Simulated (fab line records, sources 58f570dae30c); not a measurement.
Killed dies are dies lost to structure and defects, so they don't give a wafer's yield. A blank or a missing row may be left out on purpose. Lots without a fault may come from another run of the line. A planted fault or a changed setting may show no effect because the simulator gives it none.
Which tool did it? | flow berkeley_cmos170 | 14 lots, 42 wafers sampled, at 4 steps of a route of 331

WHAT THE GAUGES READ, wafer by wafer
UCB170_WELLDRIVE_THK_MEAS_02. Usual: WELLDRIVE_OXIDE_THK 198 nm, standard deviation 3.3.
lot  | measured    | on            | WELLDRIVE_OXIDE_THK (nm) | flag
L900 | day 3 09:01 | film_metro-01 | 201 201 199              |
L901 | day 3 16:40 | film_metro-02 | 201 200 203              |
L903 | day 4 10:50 | film_metro-03 | 197 199 200              |
L904 | day 4 10:53 | film_metro-03 | 199 200 196              |
L905 | day 4 10:56 | film_metro-03 | 196 196 198              |
L906 | day 4 16:02 | film_metro-01 | 196 199 196              |
L907 | day 4 21:22 | film_metro-03 | 197 198 194              |
L908 | day 5 05:01 | film_metro-02 | 196 199 198              |
L910 | day 5 08:31 | film_metro-01 | 204 205 203              |
L912 | day 5 16:23 | film_metro-03 | 196 198 197              |
L911 | day 5 20:27 | film_metro-01 | 194 194 196              |
L914 | day 6 11:59 | film_metro-01 | 200 202 197              |
L915 | day 6 17:38 | film_metro-03 | 194 191 192              |
L918 | day 7 02:08 | film_metro-03 | 196 197 196              |

UCB170_ACTIVE_THK_MEAS_03. Usual: ACTIVE_OXIDE_THK 26.2 nm, standard deviation 0.44.
lot  | measured    | on            | ACTIVE_OXIDE_THK (nm) | flag
L900 | day 3 14:16 | film_metro-01 | 25.5 25.8 25.1        |
L901 | day 4 02:21 | film_metro-01 | 26.2 26.1 25.6        |
L903 | day 4 19:56 | film_metro-04 | 26.3 26.3 26.4        |
L904 | day 4 19:56 | film_metro-01 | 26.0 26.2 26.0        |
L905 | day 4 19:56 | film_metro-02 | 26.1 25.9 25.8        |
L906 | day 4 22:43 | film_metro-02 | 26.5 26.6 26.4        |
L907 | day 5 06:49 | film_metro-04 | 26.1 26.0 26.3        |
L908 | day 5 12:08 | film_metro-04 | 27.3 26.9 27.2        |
L910 | day 5 14:22 | film_metro-04 | 26.1 26.3 26.1        |
L912 | day 6 03:24 | film_metro-02 | 25.9 26.3 26.7        |
L911 | day 6 03:27 | film_metro-02 | 26.8 26.3 26.1        |
L914 | day 6 22:08 | film_metro-02 | 25.6 26.0 25.8        |
L915 | day 7 03:11 | film_metro-04 | 25.8 25.9 26.1        |
L918 | day 7 10:32 | film_metro-04 | 26.3 26.4 26.4        |

UCB170_ACTIVE_CD_MEAS_90: target cd 1200 nm. Usual: cd_nm 1199.9 nm, standard deviation 1.4.
lot  | measured    | on        | cd_nm (nm)           | flag
L900 | day 3 21:23 | cd_sem-02 | 1200.7 1201.1 1201.8 |
L901 | day 4 07:18 | cd_sem-01 | 1199.0 1199.1 1200.4 |
L903 | day 5 03:32 | cd_sem-02 | 1198.5 1196.5 1198.8 |
L904 | day 5 04:16 | cd_sem-01 | 1200.3 1199.8 1199.3 |
L905 | day 5 04:13 | cd_sem-02 | 1200.2 1202.4 1202.5 |
L906 | day 5 08:16 | cd_sem-01 | 1199.7 1200.5 1199.2 |
L907 | day 5 12:37 | cd_sem-01 | 1200.1 1198.6 1199.5 |
L908 | day 5 18:11 | cd_sem-02 | 1199.4 1197.6 1198.2 |
L910 | day 5 23:13 | cd_sem-01 | 1198.4 1198.3 1198.2 |
L912 | day 6 11:13 | cd_sem-01 | 1199.8 1200.5 1200.7 |
L911 | day 6 11:11 | cd_sem-02 | 1198.1 1199.2 1200.1 |
L914 | day 7 05:08 | cd_sem-01 | 1202.1 1201.8 1203.4 |
L915 | day 7 11:31 | cd_sem-01 | 1198.1 1197.5 1197.6 |
L918 | day 7 18:25 | cd_sem-02 | 1203.7 1201.4 1201.9 |

WHICH TOOL RAN EACH LOT (tool, then ch and the chambers of the sampled wafers, then the start)
lot  | UCB170_ACTIVE_STRIP_16
L900 | plasma_asher-04 ch 0,1, day 3 21:17
L901 | plasma_asher-03 ch 0,1, day 4 07:07
L903 | plasma_asher-04 ch 0,1, day 5 03:25
L904 | plasma_asher-02 ch 0,1, day 5 04:09
L905 | plasma_asher-03 ch 0,1, day 5 04:07
L906 | plasma_asher-02 ch 0,1, day 5 08:10
L907 | plasma_asher-04 ch 0,1, day 5 12:31
L908 | plasma_asher-03 ch 1, day 5 18:05
L910 | plasma_asher-02 ch 0,1, day 5 23:07
L912 | plasma_asher-02 ch 0,1, day 6 11:04
L911 | plasma_asher-04 ch 1, day 6 11:04
L914 | plasma_asher-04 ch 0,1, day 7 05:01
L915 | plasma_asher-02 ch 0,1, day 7 11:23
L918 | plasma_asher-02 ch 0,1, day 7 18:17
- UCB170_ACTIVE_STRIP_16: strips in O2.

WHAT THE TOOLS THEMSELVES READ (means of the sampled wafers that have a number; where no wafer has one, the mark that the record gives instead)
UCB170_ACTIVE_STRIP_16. Usual: chamber_pressure_mTorr 3500 mTorr, standard deviation 3; drypump_motor_current_A 5.8 A, standard deviation 0.4; oes_product_au 0.721 a.u., standard deviation 0.0046; strip_time_to_endpoint_s 18.08 s, standard deviation 0.099.
lot  | tool            | chamber_pressure_mTorr (mTorr) | drypump_motor_current_A (A) | oes_product_au (a.u.) | strip_time_to_endpoint_s (s) | flag
L900 | plasma_asher-04 | 3500                           | 6.4                         | 0.720                 | 17.96                        |
L901 | plasma_asher-03 | 3499                           | 5.5                         | 0.721                 | 18.19                        |
L903 | plasma_asher-04 | 3505                           | 6.1                         | 0.720                 | 17.95                        |
L904 | plasma_asher-02 | 3499                           | 5.7                         | 0.721                 | 18.16                        |
L905 | plasma_asher-03 | 3499                           | 5.4                         | 0.721                 | 18.18                        |
L906 | plasma_asher-02 | 3500                           | 5.7                         | 0.722                 | 18.22                        |
L907 | plasma_asher-04 | 3498                           | 6.4                         | 0.720                 | 18.07                        |
L908 | plasma_asher-03 | 3501                           | 5.4                         | 0.723                 | 18.01                        |
L910 | plasma_asher-02 | 3501                           | 5.7                         | 0.718                 | 17.97                        |
L912 | plasma_asher-02 | 3504                           | 5.7                         | 0.721                 | 18.16                        |
L911 | plasma_asher-04 | 3499                           | 5.9                         | 0.720                 | 18.03                        |
L914 | plasma_asher-04 | -                              | -                           | -                     | -                            | OFF
L915 | plasma_asher-02 | -                              | -                           | -                     | -                            | OFF
L918 | plasma_asher-02 | 3501                           | 5.7                         | 0.721                 | 18.08                        |

THE ANSWER, worked out from the rows above alone
Rule: a lot is off if the mean of its wafers that have a number lies more than 3 standard deviations from the usual mean. A lot without any number at a reading at which 4 lots or more have one is off too. The other lots that the step has rows for count as sound. The gauges are gone through in route order, then the tools' own readings, and for those a lot's mean is taken as printed above. The first step at which some lot is off is used, and at that step the reading that is off furthest; a lot without a number counts as furthest.
Off: L914, L915, at UCB170_ACTIVE_STRIP_16 (chamber_pressure_mTorr). Without a number there: L914, L915.
A tool fits if, at that step or a process step before it, it ran every lot that is off, and no sound lot after the first of them. None of those tried fits.

WHAT THE SIMULATOR HAD PUT IN
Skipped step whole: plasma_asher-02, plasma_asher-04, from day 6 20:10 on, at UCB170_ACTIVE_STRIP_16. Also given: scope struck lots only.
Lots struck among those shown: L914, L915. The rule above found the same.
